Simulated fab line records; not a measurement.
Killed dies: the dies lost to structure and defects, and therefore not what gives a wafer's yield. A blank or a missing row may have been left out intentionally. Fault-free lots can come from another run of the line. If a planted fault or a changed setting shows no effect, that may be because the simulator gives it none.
Struck lot and sound lot, side by side	flow berkeley cmos170	14 steps out of a route of 331
Sound: wafers L207.1, L207.3, L207.5. Wafers L211.2, L211.3, L211.4 were the ones struck. At the end, the cause is stated.
Per side, at each step with rows, come the tool, then ch with its chambers, and then its first start. Under that, the readings that differ: sound wafers	struck wafers	difference of the means	sigmas: that difference in standard deviations of wafers without a fault.
alike: readings with means less than 2 such deviations apart, plus words and numbers identical on both sides. not compared: withheld readings, readings lacking a value on some wafer, bounds such as >300 that could conceal the same value, and numbers that have no deviation in the record and whose values overlap.
A row with sigmas, a row that says differs or no value, or rows on one side alone: a step with any of these is where the two part. When numbers do not overlap yet have no deviation, they are printed without sigmas and do not part them. A reading missing from all wafers of one side parts the sides only when that side holds two or more wafers.

UCB170_PVT_STRIP_08: strips in O2.
  sound on plasma asher-03 ch 0,1, day 8 18:51; struck on plasma asher-03 ch 0,1, day 9 14:04
  alike: drypump motor current A, oes product au, strip time to endpoint s
  not compared: rf hours counter h
UCB170_PVT_TW_MEAS_09:
  struck on film metro-02, day 9 14:11; sound on film metro-02, day 8 18:57
  alike: PVT_TW
then, 1 step without rows for these wafers: UCB170_GATE_WET_ETCH_00 (etches SiO2 in dHF, time 200 s).
UCB170_FIELD_THK_MEAS_91:
  struck on film metro-04, day 9 14:22; sound on film metro-04, day 8 19:10
  alike: FIELD_OXIDE_LEFT_2_THK
then, 1 step without rows for these wafers: UCB170_GATE_OXIDATION_01 (target thk 6.6 nm, ox time 1800 s).
UCB170_GATE_THK_MEAS_02:
  struck on film metro-02, day 9 19:54; sound on film metro-03, day 9 00:58
reading	sound	struck	difference	sigmas
GATE_OXIDE_THK (nm)	6.67 6.69 6.62	6.37 6.31 6.38	-0.31	-3
then, 2 steps without rows for these wafers: UCB170_GATE_ANNEAL_03 (time 1800 s); UCB170_GATE_CVD_04 (deposits poly-Si from SiH4, time 1440 s, target thk 214 nm).
UCB170_GATE_THK_MEAS_05:
  struck on film metro-02, day 10 03:07; sound on film metro-03, day 9 07:31
  alike: GATE_POLY_THK
then, 3 steps without rows for these wafers: UCB170_GATE_COAT_06; UCB170_GATE_COAT_07 (resist thk 900 nm); UCB170_GATE_SOFTBAKE_08 (time 60 s).
UCB170_GATE_EXPOSE_09: exposes mask POLY, target cd 350 nm.
  struck on krf scanner-02, day 10 03:46; sound on krf scanner-01 ch 0, day 9 08:34
  no value came back on the struck wafers for exposure dose mJ cm2, focus offset nm (nm), sigma outer; on the sound wafers exposure dose mJ cm2 reads 21.001 21.009 20.984
  alike: mask
then, 1 step without rows for these wafers: UCB170_GATE_PEB_10.

== WHERE THEY PART ==
At UCB170_GATE_THK_MEAS_02 first; at UCB170_GATE_EXPOSE_09 last (within this record only).

WHY: what had been put in by the simulator
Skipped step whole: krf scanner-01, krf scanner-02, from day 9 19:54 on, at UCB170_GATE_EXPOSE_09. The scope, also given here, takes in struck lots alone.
